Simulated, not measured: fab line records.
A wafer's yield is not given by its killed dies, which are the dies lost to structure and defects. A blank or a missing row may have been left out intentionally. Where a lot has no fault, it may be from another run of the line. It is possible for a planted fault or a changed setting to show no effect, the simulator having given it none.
Matching of chambers -- flow berkeley cmos170 -- UCB170_ZERO_ETCH_06 on rie diel-04: 4 sister chambers
The step etches SiO2 in CHF3/CF4/Ar, time 12 s. 4 wafers are shown with their chamber, then 8 later ones without.

EACH WAFER AND ITS CHAMBER
wafer,chamber,throttle valve pct (%)
L508.5,0,9.15
L512.2,1,9.50
L512.5,3,9.18
L513.4,2,9.37

WAFERS WITHOUT THEIR CHAMBER
wafer,throttle valve pct (%)
L513.5,9.14
L513.6,9.16
L515.2,9.14
L515.5,9.13
L515.6,9.50
L517.1,9.53
L517.3,9.37
L517.5,9.19

WHICH CHAMBER EACH ONE RAN IN
wafer,from the rows above,in truth
L513.5,0,0
L513.6,can't be placed: 0 or 3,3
L515.2,0,0
L515.5,0,0
L515.6,1,1
L517.1,1,1
L517.3,2,2
L517.5,3,3
Placed correctly: 7 of 8. From these rows, 1 cannot be placed; in 1 the true chamber is one of the candidates. 0 placed wrongly.
How it was worked out, from the rows above alone: a wafer's distance from a chamber is the root of the sum, over the readings, of the square of ((its reading less the chamber's mean) divided by the reading's scatter). The wafer belongs to the nearest chamber; if the next one is less than 2 further off, it can't be placed. The mean given for a chamber averages the wafers shown for that chamber. The scatter: with one shown wafer a chamber, the root of the mean of the squares of how far each hidden wafer lies from its nearest shown one.
